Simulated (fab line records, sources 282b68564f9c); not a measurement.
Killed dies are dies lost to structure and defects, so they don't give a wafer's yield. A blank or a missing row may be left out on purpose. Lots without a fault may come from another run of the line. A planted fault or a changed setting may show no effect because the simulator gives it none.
Which tool did it? | flow rit_cmos | 7 lots, 21 wafers sampled, at 2 steps of a route of 202

WHAT THE GAUGES READ, wafer by wafer
RIT_GATE_THK_MEAS_09.
lot  | measured    | on            | GATE_POLY_THK (nm)
L182 | day 3 04:41 | film_metro-04 | 248.3 247.4 246.8
L184 | day 3 14:28 | film_metro-01 | 252.6 251.4 252.7
L186 | day 3 22:19 | film_metro-03 | 245.9 244.8 247.0
L188 | day 4 08:04 | film_metro-04 | 248.8 246.6 248.3
L192 | day 5 03:59 | film_metro-01 | 356.9 356.0 357.7
L194 | day 5 13:43 | film_metro-01 | 356.0 354.3 353.5
L201 | day 7 01:19 | film_metro-04 | 249.6 248.3 249.3

WHICH TOOL RAN EACH LOT (tool, then ch and the chambers of the sampled wafers, then the start)
lot  | RIT_GATE_CVD_08
L182 | lpcvd-01 ch 1, day 3 03:04
L184 | lpcvd-02 ch 1, day 3 12:49
L186 | lpcvd-02 ch 1, day 3 20:43
L188 | lpcvd-02 ch 1, day 4 06:26
L192 | lpcvd-01 ch 1, day 5 02:22
L194 | lpcvd-01 ch 1, day 5 12:05
L201 | lpcvd-02 ch 1, day 6 23:42
- RIT_GATE_CVD_08: deposits poly-Si from SiH4, target thk 250 nm, time 2220 s.

THE ANSWER, worked out from the rows above alone
Rule: what is usual is taken from the lots themselves. Put in order of their means at a reading, lots are off if they are a third of the lots or fewer, leave a main group of 4 or more, and stand apart from it by a gap of 3 or more times the standard deviation of the main group's means; of several such gaps the widest counts. A main group whose means are all the same, to the digits that the tables above print for the reading, isn't used. A lot without any number at a reading at which 4 lots or more have one is off too. The other lots that the step has rows for count as sound.
Off: L192, L194, at RIT_GATE_THK_MEAS_09 (GATE_POLY_THK). The main group: mean 248.5 nm, standard deviation 2.1.
A tool fits if, at a process step before that reading, it ran every lot that is off, and no sound lot after the first of them. The gauges at RIT_GATE_THK_MEAS_09 are tried like those tools. Can't be told from this: 2 tools fit, lpcvd-01 at RIT_GATE_CVD_08, film_metro-01 at RIT_GATE_THK_MEAS_09.

WHAT THE SIMULATOR HAD PUT IN
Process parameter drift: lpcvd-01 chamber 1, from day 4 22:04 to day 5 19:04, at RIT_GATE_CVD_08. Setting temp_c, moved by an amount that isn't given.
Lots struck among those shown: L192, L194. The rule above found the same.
